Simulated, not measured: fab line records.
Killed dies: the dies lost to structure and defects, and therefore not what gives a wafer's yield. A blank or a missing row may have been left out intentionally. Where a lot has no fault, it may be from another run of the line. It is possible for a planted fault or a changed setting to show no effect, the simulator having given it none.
Comparing a struck lot with a sound one + flow ritCmos + 18 out of 202 route steps
Sound: the wafers L999.2, L999.3, L999.4. Wafers struck: L104.2, L104.3, L104.5. Last of all comes the cause.
Order at every step that has rows: each side's tool, ch and its chambers, its first start. Under that, the readings that differ: sound wafers + struck wafers + difference of the means + sigmas: that difference in standard deviations of wafers without a fault.
alike: readings with means less than 2 such deviations apart, plus words and numbers identical on both sides. not compared: withheld readings, readings lacking a value on some wafer, bounds such as >300 that could conceal the same value, and numbers that have no deviation in the record and whose values overlap.
The two part at a step that has a row with sigmas, a row that says differs or no value, or rows on one side only. Numbers that don't overlap but have no deviation are shown without sigmas and don't part them. A reading that every wafer of one side lacks parts them only if that side has two wafers or more.

first, 2 steps without rows for these wafers: RIT_ACTIVE_CLEAN_17 (cleans in SC2, time 600 s); RIT_FOX1_OXIDATION_00 (target thk 350.7 nm, ox time 1130 s).
RIT_FOX1_THK_MEAS_01:
  sound on filmMetro-01 at day 2 14:24; struck on filmMetro-01 at day 3 15:49
  alike: FOX1_OXIDE_THK
then, 2 steps without rows for these wafers: RIT_FOX1_WET_ETCH_02 (etches SiO2 in BOE, target depth 350 nm, time 390 s); RIT_FOX2_OXIDATION_00 (target thk 350.7 nm, ox time 1130 s).
RIT_FOX2_THK_MEAS_01:
  sound on filmMetro-04 at day 2 15:54; struck on filmMetro-04 at day 3 19:54
  alike: FOX2_OXIDE_THK
then, 2 steps without rows for these wafers: RIT_FOX2_CLEAN_02 (cleans in dHF, time 180 s); RIT_FOX2_WET_ETCH_03 (etches Si3N4 in H3PO4, target depth 195 nm, time 2700 s).
RIT_FOX2_THK_MEAS_90:
  sound on filmMetro-04 at day 2 16:47; struck on filmMetro-02 at day 3 20:47
  alike: FIELD_OXIDE_LEFT_1_THK
then, 3 steps without rows for these wafers: RIT_NWELL_HMDS_00 (prime time 60 s); RIT_NWELL_COAT_01 (resist thk 1300 nm); RIT_NWELL_SOFTBAKE_02 (time 60 s).
RIT_NWELL_EXPOSE_03: exposes mask M2, target cd 43900 nm.
  sound on ilineStepper-02 ch 0, day 2 17:18; struck on ilineStepper-01 ch 0, day 3 21:26
| reading                     | sound                | struck               | difference | sigmas |
|-----------------------------|----------------------|----------------------|------------|--------|
| model.NWELL.overlayXNm (nm) | 0.5067 0.5067 0.5067 | -179.1 -179.1 -179.1 | -179.6     |        |
  alike: mask, focusOffsetNm
then, 2 steps without rows for these wafers: RIT_NWELL_PEB_04; RIT_NWELL_DEVELOP_05 (develop time 68 s).
RIT_NWELL_OVL_MEAS_06:
  sound on overlay-02 at day 2 17:43; struck on overlay-02 at day 3 21:50
| reading        | sound       | struck               | difference | sigmas      |
|----------------|-------------|----------------------|------------|-------------|
| NWELL_OVL (nm) | 1.9 1.7 0.9 | -178.5 -178.9 -179.3 | -180.4     | -99 or more |
then, 1 step without rows for these wafers: RIT_NWELL_HARDBAKE_07 (time 120 s).
RIT_M1_PROBE_99:
  sound on prober-02 at day 4 09:19; struck on prober-01 at day 5 11:38
| reading                             | sound             | struck            | difference | sigmas |
|-------------------------------------|-------------------|-------------------|------------|--------|
| model.etest.wellEdgeRight.lineOhmUm | 180.3 183 181.3   | 195.8 195.1 194.4 | +13.6      |        |
| model.etest.wellEdgeLeft.lineOhmUm  | 180.3 183.5 180.1 | 173.6 179.4 176.9 | -4.7       |        |
  alike: killedAtContacts, killedAtFrontEnd, killedDies, killedOnRim, killedOpen, killedShort

WHERE THEY PART
Only at RIT_NWELL_OVL_MEAS_06, within this record. Later steps at which nothing parts them and some readings are alike: RIT_M1_PROBE_99.

WHY: whatever the simulator had introduced
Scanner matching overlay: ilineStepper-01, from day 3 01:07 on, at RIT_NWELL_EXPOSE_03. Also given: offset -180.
